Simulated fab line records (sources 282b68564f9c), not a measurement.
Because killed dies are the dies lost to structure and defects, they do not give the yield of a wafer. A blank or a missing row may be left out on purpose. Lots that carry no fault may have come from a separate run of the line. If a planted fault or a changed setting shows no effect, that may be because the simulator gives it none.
Problem report, 8D (eight disciplines) form, completed by code || flow ritCmos || the parts of the form that need people (team, actions taken, sign-off) are left out

1. THE ISSUE
Across 6 wafers from 2 lots, M1_AL_RS at RIT_M1_RS_MEAS_01 averages 0.0599 ohm/sq, while fault-free wafers read 0.0730 ohm/sq with a standard deviation of 0.00067. That is -20 standard deviations from the usual mean.
The step: measures by four-point-probe.
Seen first at day 6 05:29 on filmMetro-01, wafer L728.1. Wafers with a number at this step in the record: 42, from 14 lots. The rule behind "out" and "out of limits": a value lying over 4 standard deviations away from the usual mean. The other wafers with a number count as sound.

2. WHAT IT IS AND WHAT IT IS NOT
{"question": "which readings at this step", "is": "M1_AL_RS", "is not": "-"}
{"question": "which lots", "is": "L728, L730", "is not": "L714, L715, L716, L717, L718, L719, L720, L722, L733, L735, L736, L737"}
{"question": "which wafers of those lots", "is": "all that have a number", "is not": "-"}
{"question": "read on which gauges", "is": "filmMetro-01, filmMetro-02", "is not": "filmMetro-04"}
{"question": "when", "is": "from day 6 05:29", "is not": "up to then (24 sound wafers); but 12 sound wafers of L733, L735, L736, L737 came after"}

3. SUSPECTS, AND WHAT RULES EACH OUT
Counting: a tool stays on the suspect list if, at a process step up to the reading, it processed all lots that are out and no sound lot following the first of them.
- the gauge at RIT_M1_RS_MEAS_01 has been ruled out. 2 gauges (filmMetro-01, filmMetro-02) read the wafers that are out.
- rtpAnneal-01 at RIT_SILICIDE_RTA_04 (time 10 s, ramp up 5 s, ramp down 5 s): ruled out as a lasting fault. Following L728 (day 6 02:27), the first lot on it that is out, the sound lots L736 were run on it.
- pvdSputter-02 at RIT_M1_SPUTTER_00 (material Al, target thk 400 nm, time 500 s): kept. It processed each lot that is out, first L728 at day 6 05:12, and no sound lot thereafter; up to then, the last sound lot it processed was L716 at day 4 02:04.
After counting, what remains is pvdSputter-02 at RIT_M1_SPUTTER_00.

4. THE CAUSE (what the simulator had put in)
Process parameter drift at RIT_M1_SPUTTER_00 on pvdSputter-02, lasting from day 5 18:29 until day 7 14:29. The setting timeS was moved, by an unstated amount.
After counting, this tool was the only one left.

5. THE EFFECT CHAIN, in route order
Rows list readings where the struck wafers' mean (over those with a number) sits beyond 3 standard deviations from the usual. Readings are gone through only where the record gives a usual standard deviation; hours: the median, over the lots, of the time from a lot's start at the first step in this table giving one to that lot's start at this step; sigmas: the change measured in usual standard deviations.
{"hours": 0, "step": "RIT_M1_RS_MEAS_01", "reading": "M1_AL_RS", "usual": "0.0730 ohm/sq", "on struck wafers": 0.0599, "change": -0.0131, "sigmas": -20}
{"hours": 0, "step": "RIT_M1_THK_MEAS_02", "reading": "M1_AL_THK", "usual": "405 nm", "on struck wafers": 494, "change": "+88", "sigmas": "+23"}
{"hours": 2, "step": "RIT_M1_METAL_ETCH_12", "reading": "oesProductAu", "usual": "0.782 a.u.", "on struck wafers": 0.873, "change": "+0.091", "sigmas": "+9.0"}
The process steps in it:
- RIT_M1_METAL_ETCH_12: etches Al in Cl2/BCl3, stops on SiO2, time 165 s, target depth 600 nm.

6. WHAT WOULD HAVE CAUGHT IT SOONER
The first out-of-limits reading at a measuring or inspecting step in this record came at day 6 05:29, 11 hours after the fault's start at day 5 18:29.
No tool reading at RIT_M1_SPUTTER_00 that has a usual standard deviation in the record was out on any struck wafer, so an alarm limit of 4 standard deviations on those readings would not have fired.
Of the lots that are out (2), L730 began RIT_M1_SPUTTER_00 on pvdSputter-02 after day 6 05:29. A hold on the tool at that time would have spared it.
